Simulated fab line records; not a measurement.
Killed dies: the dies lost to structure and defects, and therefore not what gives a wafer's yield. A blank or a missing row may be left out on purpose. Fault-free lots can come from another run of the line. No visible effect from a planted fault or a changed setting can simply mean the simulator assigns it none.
Tool commonality check | flow rit cmos | 14 lots and 42 wafers in the sample

REASON IT WAS OPENED
On 2 of the 14 lots, a flag is raised at RIT_CONTACT_CD_MEAS_08 on the reading cd nm. Wafers without a fault read 1000.1 nm, standard deviation 1.9.
Rule: a lot is flagged when every wafer of it that has a number lies more than 4 standard deviations from that mean, or none has a number. All remaining lots are regarded as sound.

lot  | measured    | on        | cd nm (nm), wafer by wafer | flag
L461 | day 3 06:05 | cd sem-02 | 1000.5 1000.3 999.2        |
L462 | day 3 08:21 | cd sem-02 | 998.4 997.3 998.8          |
L463 | day 3 13:23 | cd sem-02 | 999.8 998.0 999.5          |
L464 | day 3 20:05 | cd sem-01 | 998.8 999.2 998.8          |
L465 | day 3 23:34 | cd sem-01 | 1002.9 1000.3 1003.2       |
L466 | day 4 05:25 | cd sem-02 | 1003.1 1003.3 1006.9       |
L469 | day 5 00:19 | cd sem-02 | 999.0 999.9 999.7          |
L473 | day 5 17:26 | cd sem-01 | 1034.3 1031.3 1032.2       | FLAGGED
L474 | day 5 21:53 | cd sem-02 | 1025.7 1022.0 1023.5       | FLAGGED
L475 | day 6 05:31 | cd sem-02 | 998.8 1001.1 1000.1        |
L477 | day 6 13:25 | cd sem-01 | 1001.6 1001.2 1003.4       |
L478 | day 6 17:25 | cd sem-02 | 999.3 999.9 999.3          |
L479 | day 7 00:28 | cd sem-02 | 1001.7 1001.7 1001.4       |
L480 | day 7 03:52 | cd sem-01 | 1000.2 998.9 1002.0        |
The mean of the flagged lots' numbers is 1028.2 nm, +28.1 nm from the usual (+15 standard deviations).

WHICH TOOL RAN EACH LOT
The record keeps 1 process step preceding the reading, out of 202 steps on the route. In each cell: the tool, then ch and the chambers that the sampled wafers went through, then the start.
lot  | flag    | RIT_CONTACT_DEVELOP_07
L461 |         | litho track-02 ch 0, day 3 05:00
L462 |         | litho track-01 ch 0, day 3 08:00
L463 |         | litho track-03 ch 0, day 3 13:00
L464 |         | litho track-02 ch 0, day 3 19:00
L465 |         | litho track-01 ch 0, day 3 23:00
L466 |         | litho track-03 ch 0, day 4 05:00
L469 |         | litho track-03 ch 0, day 5 00:00
L473 | FLAGGED | litho track-02 ch 0, day 5 17:00
L474 | FLAGGED | litho track-02 ch 0, day 5 21:00
L475 |         | litho track-03 ch 0, day 6 05:00
L477 |         | litho track-03 ch 0, day 6 13:00
L478 |         | litho track-03 ch 0, day 6 17:00
L479 |         | litho track-03 ch 0, day 7 00:00
L480 |         | litho track-03 ch 0, day 7 03:00
What these steps do:
- RIT_CONTACT_DEVELOP_07: develop time 120 s.
- RIT_CONTACT_CD_MEAS_08: target cd 1000 nm.

FLAGGED AGAINST TOTAL, ONE TOOL AT A TIME (gauges that did the reading follow at the end)
step                   | tool           | lots run | flagged | share of the flagged lots | sound lots run after its first flagged lot
RIT_CONTACT_DEVELOP_07 | litho track-01 | 2        | 0       | none                      | -
RIT_CONTACT_DEVELOP_07 | litho track-02 | 4        | 2       | all                       | 0
RIT_CONTACT_DEVELOP_07 | litho track-03 | 8        | 0       | none                      | -
RIT_CONTACT_CD_MEAS_08 | cd sem-01      | 5        | 1       | some                      | 2 (L477,L480)
RIT_CONTACT_CD_MEAS_08 | cd sem-02      | 9        | 1       | some                      | 3 (L475,L478,L479)

THE TABLE: WHAT IT ALLOWS
All flagged lots share 1 row of the table, namely litho track-02 at RIT_CONTACT_DEVELOP_07.
- litho track-02 at RIT_CONTACT_DEVELOP_07 ran 4 lots, 2 of them flagged. Its last sound lot is L464 (day 3 19:00), its first flagged lot L473 (day 5 17:00): a fault that began between those two fits.
Just one tool remains: litho track-02 at RIT_CONTACT_DEVELOP_07.

WHAT THE SIMULATOR HAD PUT IN
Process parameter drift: litho track-02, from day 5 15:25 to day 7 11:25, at RIT_CONTACT_DEVELOP_07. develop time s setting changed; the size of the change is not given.
Struck lots among those shown: L473, L474. The rule given above showed the same thing.
